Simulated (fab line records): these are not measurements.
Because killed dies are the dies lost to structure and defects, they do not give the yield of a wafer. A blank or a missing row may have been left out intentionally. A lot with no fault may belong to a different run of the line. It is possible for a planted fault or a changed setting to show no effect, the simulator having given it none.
fab line records / flow rit_cmos
[record] lots = 14 wafers = 42 last_day = 7
route steps=202 shown CONTACT@168
lots with no fault: from the same line, run without faults
start_h: the number of hours between the record's first day and the start of the first shown wafer of the lot / wait_h: hours since the lot's step before / " repeats the value in the row above / L1.1+2: a row that stands for several wafers / - no value, or no start was given / * or withheld: withheld / < > ~ a bound
route shown NAME@n: NAME is a module with steps in the file, n the number in the route of the first one / usual: the fault-free wafers' mean and standard deviation / same: alike in all rows / chamber/n: place in a boat / sites: per-site readings / _std_site: standard deviation of those values / _edge_site: mean of outer sites minus mean of inner sites / radius_mm: for every site, how far away it sits from the centre of the wafer / mask NAME#n: copy n / behind: the tool/chamber that last shaped the wafer / hold: why the lot went on hold/how many hours it stayed there/how the hold came to an end / device: which transistor (n, p or np) failed to switch / end of line: tests run on the same wafers once the route is complete / a step with no rows: only its recipe / killed: dies that structure and defects cost at the first sort, which is not the same as the wafer's yield / map: dies across one wafer; x = killed, . = not, _ = none there
set.NAME: the setting that was run; set.NAME@STEP: the one run at that earlier step / model.NAME: the simulator's own value behind a step, which no gauge read
a sample of lots followed through the steps of the route, with each step as a table and each wafer as a row
services: when a tool's chamber went out of use (start_h, in hours from the record's first day, below 0 if earlier), for how many hours, and the reason
[[steps]]
[step RIT_CONTACT_CVD_00]
[recipe] material = SiO2 target_thk_nm = 400 precursor = TEOS temp_c = 390 time_s = 61 rf_w = 400
[usual] heater_power_w = 321/55
lot.wafer=L703.1 tool=pecvd-01 chamber=2 start_h=59.76 wait_h=0.1 heater_power_w=325
lot.wafer=L703.2 tool=pecvd-01 chamber=0 start_h=59.76 wait_h=0.1 heater_power_w=331
lot.wafer=L703.5 tool=pecvd-01 chamber=1 start_h=59.76 wait_h=0.1 heater_power_w=256
lot.wafer=L704.3 tool=pecvd-03 chamber=2 start_h=62.50 wait_h=0.0 heater_power_w=302
lot.wafer=L704.4 tool=pecvd-03 chamber=1 start_h=62.50 wait_h=0.0 heater_power_w=221
lot.wafer=L704.6 tool=pecvd-03 chamber=2 start_h=62.50 wait_h=0.0 heater_power_w=315
lot.wafer=L705.1 tool=pecvd-01 chamber=2 start_h=65.89 wait_h=0.1 heater_power_w=284
lot.wafer=L705.3 tool=pecvd-01 chamber=1 start_h=65.89 wait_h=0.1 heater_power_w=317
lot.wafer=L705.4 tool=pecvd-01 chamber=2 start_h=65.89 wait_h=0.1 heater_power_w=293
lot.wafer=L706.2 tool=pecvd-03 chamber=1 start_h=71.16 wait_h=0.0 heater_power_w=292
lot.wafer=L706.5 tool=pecvd-03 chamber=0 start_h=71.16 wait_h=0.0 heater_power_w=325
lot.wafer=L706.6 tool=pecvd-03 chamber=2 start_h=71.16 wait_h=0.0 heater_power_w=313
lot.wafer=L707.1 tool=pecvd-04 chamber=2 start_h=76.39 wait_h=0.1 heater_power_w=460
lot.wafer=L707.2 tool=pecvd-04 chamber=0 start_h=76.39 wait_h=0.1 heater_power_w=292
lot.wafer=L707.5 tool=pecvd-04 chamber=0 start_h=76.39 wait_h=0.1 heater_power_w=314
lot.wafer=L708.3 tool=pecvd-01 chamber=1 start_h=83.19 wait_h=0.0 heater_power_w=241
lot.wafer=L708.5 tool=pecvd-01 chamber=0 start_h=83.19 wait_h=0.0 heater_power_w=327
lot.wafer=L708.6 tool=pecvd-01 chamber=2 start_h=83.19 wait_h=0.0 heater_power_w=288
lot.wafer=L709.2 tool=pecvd-03 chamber=2 start_h=92.30 wait_h=0.0 heater_power_w=300
lot.wafer=L709.3 tool=pecvd-03 chamber=1 start_h=92.30 wait_h=0.0 heater_power_w=231
lot.wafer=L709.6 tool=pecvd-03 chamber=1 start_h=92.30 wait_h=0.0 heater_power_w=254
lot.wafer=L710.2 tool=pecvd-04 chamber=1 start_h=95.20 wait_h=0.0 heater_power_w=336
lot.wafer=L710.3 tool=pecvd-04 chamber=2 start_h=95.20 wait_h=0.0 heater_power_w=453
lot.wafer=L710.6 tool=pecvd-04 chamber=2 start_h=95.20 wait_h=0.0 heater_power_w=452
lot.wafer=L711.1 tool=pecvd-01 chamber=2 start_h=100.17 wait_h=0.1 heater_power_w=331
lot.wafer=L711.2 tool=pecvd-01 chamber=1 start_h=100.17 wait_h=0.1 heater_power_w=261
lot.wafer=L711.4 tool=pecvd-01 chamber=1 start_h=100.17 wait_h=0.1 heater_power_w=276
lot.wafer=L718.2 tool=pecvd-03 chamber=1 start_h=129.63 wait_h=0.0 heater_power_w=294
lot.wafer=L718.3 tool=pecvd-03 chamber=0 start_h=129.63 wait_h=0.0 heater_power_w=275
lot.wafer=L718.6 tool=pecvd-03 chamber=2 start_h=129.63 wait_h=0.0 heater_power_w=317
lot.wafer=L721.1 tool=pecvd-03 chamber=0 start_h=144.66 wait_h=0.1 heater_power_w=334
lot.wafer=L721.2 tool=pecvd-03 chamber=1 start_h=144.66 wait_h=0.1 heater_power_w=303
lot.wafer=L721.4 tool=pecvd-03 chamber=1 start_h=144.66 wait_h=0.1 heater_power_w=229
lot.wafer=L722.1 tool=pecvd-04 chamber=1 start_h=150.28 wait_h=0.1 heater_power_w=338
lot.wafer=L722.4 tool=pecvd-04 chamber=0 start_h=150.28 wait_h=0.1 heater_power_w=358
lot.wafer=L722.6 tool=pecvd-04 chamber=2 start_h=150.28 wait_h=0.1 heater_power_w=450
lot.wafer=L723.1 tool=pecvd-01 chamber=0 start_h=156.36 wait_h=0.1 heater_power_w=327
lot.wafer=L723.2 tool=pecvd-01 chamber=2 start_h=156.36 wait_h=0.1 heater_power_w=254
lot.wafer=L723.5 tool=pecvd-01 chamber=2 start_h=156.36 wait_h=0.1 heater_power_w=275
lot.wafer=L725.2 tool=pecvd-04 chamber=1 start_h=165.14 wait_h=0.0 heater_power_w=366
lot.wafer=L725.4 tool=pecvd-04 chamber=1 start_h=165.14 wait_h=0.0 heater_power_w=264
lot.wafer=L725.6 tool=pecvd-04 chamber=2 start_h=165.14 wait_h=0.0 heater_power_w=402
[step RIT_CONTACT_THK_MEAS_01]
[recipe] reads = SiO2_of_CONTACT_CVD_00
[usual] CONTACT_TEOS_THK = 400/5.9
lot.wafer=L703.1 tool=film_metro-01 chamber=- start_h=59.81 wait_h=0.0 CONTACT_TEOS_THK[nm]=394
lot.wafer=L703.2 tool=film_metro-01 chamber=- start_h=59.81 wait_h=0.0 CONTACT_TEOS_THK[nm]=386
lot.wafer=L703.5 tool=film_metro-01 chamber=- start_h=59.81 wait_h=0.0 CONTACT_TEOS_THK[nm]=396
lot.wafer=L704.3 tool=film_metro-02 chamber=- start_h=62.57 wait_h=0.0 CONTACT_TEOS_THK[nm]=407
lot.wafer=L704.4 tool=film_metro-02 chamber=- start_h=62.57 wait_h=0.0 CONTACT_TEOS_THK[nm]=407
lot.wafer=L704.6 tool=film_metro-02 chamber=- start_h=62.57 wait_h=0.0 CONTACT_TEOS_THK[nm]=411
lot.wafer=L705.1 tool=film_metro-04 chamber=- start_h=65.94 wait_h=0.0 CONTACT_TEOS_THK[nm]=396
lot.wafer=L705.3 tool=film_metro-04 chamber=- start_h=65.94 wait_h=0.0 CONTACT_TEOS_THK[nm]=388
lot.wafer=L705.4 tool=film_metro-04 chamber=- start_h=65.94 wait_h=0.0 CONTACT_TEOS_THK[nm]=402
lot.wafer=L706.2 tool=film_metro-01 chamber=- start_h=71.23 wait_h=0.0 CONTACT_TEOS_THK[nm]=399
lot.wafer=L706.5 tool=film_metro-01 chamber=- start_h=71.23 wait_h=0.0 CONTACT_TEOS_THK[nm]=407
lot.wafer=L706.6 tool=film_metro-01 chamber=- start_h=71.23 wait_h=0.0 CONTACT_TEOS_THK[nm]=408
lot.wafer=L707.1 tool=film_metro-01 chamber=- start_h=76.44 wait_h=0.0 CONTACT_TEOS_THK[nm]=394
lot.wafer=L707.2 tool=film_metro-01 chamber=- start_h=76.44 wait_h=0.0 CONTACT_TEOS_THK[nm]=394
lot.wafer=L707.5 tool=film_metro-01 chamber=- start_h=76.44 wait_h=0.0 CONTACT_TEOS_THK[nm]=397
lot.wafer=L708.3 tool=film_metro-02 chamber=- start_h=83.26 wait_h=0.0 CONTACT_TEOS_THK[nm]=398
lot.wafer=L708.5 tool=film_metro-02 chamber=- start_h=83.26 wait_h=0.0 CONTACT_TEOS_THK[nm]=404
lot.wafer=L708.6 tool=film_metro-02 chamber=- start_h=83.26 wait_h=0.0 CONTACT_TEOS_THK[nm]=409
lot.wafer=L709.2 tool=film_metro-02 chamber=- start_h=92.36 wait_h=0.0 CONTACT_TEOS_THK[nm]=399
lot.wafer=L709.3 tool=film_metro-02 chamber=- start_h=92.36 wait_h=0.0 CONTACT_TEOS_THK[nm]=398
lot.wafer=L709.6 tool=film_metro-02 chamber=- start_h=92.36 wait_h=0.0 CONTACT_TEOS_THK[nm]=407
lot.wafer=L710.2 tool=film_metro-04 chamber=- start_h=95.26 wait_h=0.0 CONTACT_TEOS_THK[nm]=398
lot.wafer=L710.3 tool=film_metro-04 chamber=- start_h=95.26 wait_h=0.0 CONTACT_TEOS_THK[nm]=401
lot.wafer=L710.6 tool=film_metro-04 chamber=- start_h=95.26 wait_h=0.0 CONTACT_TEOS_THK[nm]=401
lot.wafer=L711.1 tool=film_metro-04 chamber=- start_h=100.22 wait_h=0.0 CONTACT_TEOS_THK[nm]=401
lot.wafer=L711.2 tool=film_metro-04 chamber=- start_h=100.22 wait_h=0.0 CONTACT_TEOS_THK[nm]=396
lot.wafer=L711.4 tool=film_metro-04 chamber=- start_h=100.22 wait_h=0.0 CONTACT_TEOS_THK[nm]=399
lot.wafer=L718.2 tool=film_metro-04 chamber=- start_h=129.69 wait_h=0.0 CONTACT_TEOS_THK[nm]=400
lot.wafer=L718.3 tool=film_metro-04 chamber=- start_h=129.69 wait_h=0.0 CONTACT_TEOS_THK[nm]=315
lot.wafer=L718.6 tool=film_metro-04 chamber=- start_h=129.69 wait_h=0.0 CONTACT_TEOS_THK[nm]=406
lot.wafer=L721.1 tool=film_metro-01 chamber=- start_h=144.74 wait_h=0.1 CONTACT_TEOS_THK[nm]=325
lot.wafer=L721.2 tool=film_metro-01 chamber=- start_h=144.74 wait_h=0.1 CONTACT_TEOS_THK[nm]=402
lot.wafer=L721.4 tool=film_metro-01 chamber=- start_h=144.74 wait_h=0.1 CONTACT_TEOS_THK[nm]=406
lot.wafer=L722.1 tool=film_metro-01 chamber=- start_h=150.34 wait_h=0.0 CONTACT_TEOS_THK[nm]=397
lot.wafer=L722.4 tool=film_metro-01 chamber=- start_h=150.34 wait_h=0.0 CONTACT_TEOS_THK[nm]=402
lot.wafer=L722.6 tool=film_metro-01 chamber=- start_h=150.34 wait_h=0.0 CONTACT_TEOS_THK[nm]=399
lot.wafer=L723.1 tool=film_metro-04 chamber=- start_h=156.41 wait_h=0.0 CONTACT_TEOS_THK[nm]=389
lot.wafer=L723.2 tool=film_metro-04 chamber=- start_h=156.41 wait_h=0.0 CONTACT_TEOS_THK[nm]=400
lot.wafer=L723.5 tool=film_metro-04 chamber=- start_h=156.41 wait_h=0.0 CONTACT_TEOS_THK[nm]=402
lot.wafer=L725.2 tool=film_metro-01 chamber=- start_h=165.20 wait_h=0.0 CONTACT_TEOS_THK[nm]=393
lot.wafer=L725.4 tool=film_metro-01 chamber=- start_h=165.20 wait_h=0.0 CONTACT_TEOS_THK[nm]=399
lot.wafer=L725.6 tool=film_metro-01 chamber=- start_h=165.20 wait_h=0.0 CONTACT_TEOS_THK[nm]=399
[[services]]
tool=pecvd-04 chamber=- start_h=45.22 hours=28.1 kind=pm
tool=pecvd-01 chamber=- start_h=47.62 hours=0.6 kind=repair
tool=pecvd-01 chamber=- start_h=94.67 hours=2.8 kind=pm
tool=pecvd-03 chamber=2 start_h=129.69 hours=15.3 kind=repair
[[key]]
[first_sign] step = RIT_CONTACT_THK_MEAS_01 reading = CONTACT_TEOS_THK direction = down sigmas = 13 usual = 400 struck = 320
effect none on later readings
met_at RIT_CONTACT_CVD_00
struck_lots L718,L721
struck_wafers L718.3,L721.1
tester_left_out L718,L721
onset_between 71.16 129.63
[fault] kind = process_parameter_drift tool = pecvd-03 chamber = 0 onset_h = 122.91 steps = RIT_CONTACT_CVD_00 channel = target_thk_nm offset = -80 shape = step end_h = 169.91 stated = 400
// tester_left_out: of these lots the tester's yield and bins aren't shown, on N5 and GAA mostly nor the transistor test; their killed dies are dies lost to structure and defects alone, not to doping, threshold or leakage, so they don't give the yield
